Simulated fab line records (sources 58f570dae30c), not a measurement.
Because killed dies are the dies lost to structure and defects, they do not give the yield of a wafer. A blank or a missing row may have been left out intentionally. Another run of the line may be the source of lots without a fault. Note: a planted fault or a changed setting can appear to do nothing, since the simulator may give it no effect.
A single fault, viewed from 2 desks / flow berkeley-cmos170 / each desk holds nothing but its own numbers, with what lay behind them at the end

## TOOL OWNER'S DESK, furnace-02
The tool's own readings at UCB170_WELLDRIVE_OXIDATION_01 (target thk 199 nm, ox time 9000 s): means of the sampled wafers that have a number, for each lot that ran on this tool. Any lot whose mean is over 4 standard deviations away from the usual mean is out of limits and marked OUT; that distance is given in the brackets.
Columns: A = spike-tc-centre-C at UCB170_WELLDRIVE_OXIDATION_01, usual 1102.7 C; B = spike-tc-load-C at UCB170_WELLDRIVE_OXIDATION_01, usual 1130 C; C = spike-tc-source-C at UCB170_WELLDRIVE_OXIDATION_01, usual 1127 C; D = tube-center-temp-C at UCB170_WELLDRIVE_OXIDATION_01, usual 1100 C; E = tube_center_temp_C_max at UCB170_WELLDRIVE_OXIDATION_01, usual 1102.8
lot=L523; first seen here=day 4 02:59; A=1102.0; B=1126; C=1121; D=1100; E=1102.8
lot=L526; first seen here=day 4 22:07; A=1071.0 (-29) OUT; B=1094 (-11) OUT; C=1090 (-9.6) OUT; D=1068 (-99 or more) OUT; E=1071.3 (-66) OUT
lot=L527; first seen here=day 4 22:07; A=1070.2 (-30) OUT; B=1093 (-11) OUT; C=1088 (-9.9) OUT; D=1068 (-99 or more) OUT; E=1071.6 (-65) OUT
This desk's finding: out of limits on L526, L527; first on L526, day 4 22:07 (spike-tc-centre-C at UCB170_WELLDRIVE_OXIDATION_01). L523 stayed within limits.

## METROLOGY DESK
What the gauges read for every lot (on any tool): the sampled wafers with a number, averaged. Any lot whose mean is over 4 standard deviations away from the usual mean is out of limits and marked OUT; that distance is given in the brackets.
Columns: A = START_OXIDE_THK at UCB170_START_THK_MEAS_03, usual 19.9 nm; B = WELLDRIVE_OXIDE_THK at UCB170_WELLDRIVE_THK_MEAS_02, usual 200 nm; C = PSD_RS at UCB170_SDANNEAL_RS_MEAS_02, usual 75.57 ohm/sq
lot=L519; first seen here=day 1 13:23; A=19.6; B=192; C=75.57
lot=L520; first seen here=day 1 19:13; A=19.5; B=196; C=75.60
lot=L521; first seen here=day 1 22:14; A=19.5; B=196; C=75.51
lot=L523; first seen here=day 2 07:49; A=19.9; B=201; C=75.23
lot=L526; first seen here=day 3 03:35; A=19.4; B=159 (-9.5) OUT; C=75.83
lot=L527; first seen here=day 3 06:29; A=19.9; B=165 (-8.1) OUT; C=75.48
lot=L533; first seen here=day 4 12:54; A=20.4; B=196; C=76.10
lot=L536; first seen here=day 5 04:32; A=19.9; B=203; C=75.24
lot=L537; first seen here=day 5 09:03; A=20.3; B=201; C=75.48
lot=L538; first seen here=day 5 14:41; A=19.8; B=208; C=75.31
lot=L539; first seen here=day 5 19:24; A=20.5; B=196; C=75.81
lot=L540; first seen here=day 6 00:53; A=20.0; B=200; C=75.51
lot=L542; first seen here=day 6 07:32; A=19.2; B=207; C=75.35
lot=L541; first seen here=day 6 07:34; A=19.8; B=203; C=75.26
This desk finds L526, L527 out of limits, with the earliest case on L527 at day 5 01:37 (WELLDRIVE_OXIDE_THK at UCB170_WELLDRIVE_THK_MEAS_02). L519, L520, L521, L523, L533, L536, L537, L538, L539, L540, L542, L541 stayed within limits.

## TAKEN TOGETHER
The tool owner's desk had the chance to raise an alarm at day 4 22:07 on L526, L527.
The metrology desk could have raised an alarm at day 5 01:37, on L526, L527.
UCB170_WELLDRIVE_OXIDATION_01 was run on furnace-02 by each of the lots named.

## WHAT HAD BEEN PUT IN BY THE SIMULATOR
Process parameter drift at UCB170_WELLDRIVE_OXIDATION_01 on furnace-02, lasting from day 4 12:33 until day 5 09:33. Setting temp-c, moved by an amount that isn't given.
Struck lots among those shown: L526, L527.
Hours from the fault's start to each desk's first reading out of limits: the tool owner's desk, 10; the metrology desk, 13.
